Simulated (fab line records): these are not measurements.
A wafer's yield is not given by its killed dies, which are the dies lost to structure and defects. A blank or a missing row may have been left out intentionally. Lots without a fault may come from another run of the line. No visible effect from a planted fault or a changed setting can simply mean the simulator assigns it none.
Split-lot experiment | flow berkeleyCmos170 | 5 lots, 23 wafers read, on a route of 331 steps

THE SPLIT ITSELF
At UCB170_SDANNEAL_RTA_01 (time 5 s), the setting timeS was moved away from the recipe's 5 s on 5 of the 23 wafers read, by -5.3% to +6.1%. This setting was run at the recipe's value on the other wafers.

Between the split and the reading, the file records no step.

THE READING
At UCB170_SDANNEAL_RS_MEAS_02, a four-point-probe measurement gives PSD_RS in ohm/sq. On this fab line, fault-free wafers typically give 75.52 ohm/sq with a standard deviation of 0.27 ohm/sq.

wafer  | tool, chamber at the split | timeS as run, s | against the recipe | PSD_RS, ohm/sq | against lot-mates on the recipe
L075.1 | rtpAnneal-02, 0            | 5               | recipe             | 75.61          | -
L075.4 | rtpAnneal-02, 0            | 5               | recipe             | 75.82          | -
L075.6 | rtpAnneal-02, 0            | 5               | recipe             | 75.53          | -
L076.1 | rtpAnneal-01, 0            | 5               | recipe             | 74.83          | -
L076.2 | rtpAnneal-01, 0            | 5               | recipe             | 74.92          | -
L076.3 | rtpAnneal-01, 0            | 5               | recipe             | 75.19          | -
L076.5 | rtpAnneal-01, 0            | 5               | recipe             | 75.22          | -
L076.6 | rtpAnneal-01, 0            | 5               | recipe             | 75.34          | -
L077.1 | rtpAnneal-02, 0            | 5               | recipe             | 75.33          | -
L077.3 | rtpAnneal-02, 0            | 5               | recipe             | 75.78          | -
L077.4 | rtpAnneal-02, 0            | 5               | recipe             | 75.22          | -
L077.5 | rtpAnneal-02, 0            | 5               | recipe             | 75.41          | -
L077.6 | rtpAnneal-02, 0            | 5               | recipe             | 75.43          | -
L084.1 | rtpAnneal-01, 0            | 5.304           | +6.1%              | 74.83          | -0.90
L084.2 | rtpAnneal-01, 0            | 5               | recipe             | 75.56          | -
L084.3 | rtpAnneal-01, 0            | 5.304           | +6.1%              | 74.87          | -0.86
L084.4 | rtpAnneal-01, 0            | 5               | recipe             | 75.96          | -
L084.6 | rtpAnneal-01, 0            | 5               | recipe             | 75.68          | -
L083.1 | rtpAnneal-01, 0            | 5               | recipe             | 75.12          | -
L083.2 | rtpAnneal-01, 0            | 4.737           | -5.3%              | 76.08          | +0.94
L083.3 | rtpAnneal-01, 0            | 4.737           | -5.3%              | 76.41          | +1.27
L083.4 | rtpAnneal-01, 0            | 5               | recipe             | 75.16          | -
L083.5 | rtpAnneal-01, 0            | 4.737           | -5.3%              | 76.06          | +0.92

THE FIT
A straight line over all 23 wafers: PSD_RS changes by -0.121 ohm/sq for each +1% of timeS; r = -0.75; the points scatter about the line by 0.29 ohm/sq.
The same after taking each lot's own level away (the mean of its wafers on the recipe; 23 wafers): -0.173 ohm/sq for each +1%; r = -0.94; scatter 0.18 ohm/sq.
That fit puts the effect of the largest move of timeS on the reading at 1 ohm/sq.
Measured against the standard deviation above, the lots' own levels, which go from 75.100 to 75.733 ohm/sq, span 2.3 times it.
So the lot-to-lot level blurs the effect unless lot-mates are compared.
Check: with one of the wafers moved furthest among these (+6.1%) left out of the fit, the line predicts -1.06 ohm/sq for it against its lot-mates. It came out at -0.903 ohm/sq against them.

FURTHER SPLITS ON THESE WAFERS
These wafers also went through other splits before the reading. Each is held against what the fit with the lots' levels taken away leaves over:
other split on the same wafers | wafers away from the commonest value | r with PSD_RS (lot level and that fit taken away)
UCB170_PSD_PEB_04 pebTempC     | 10                                   | -0.07

FILE'S OWN FIT
PSD_RS changes by -0.169 ohm/sq for each +1% of timeS, r = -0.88.
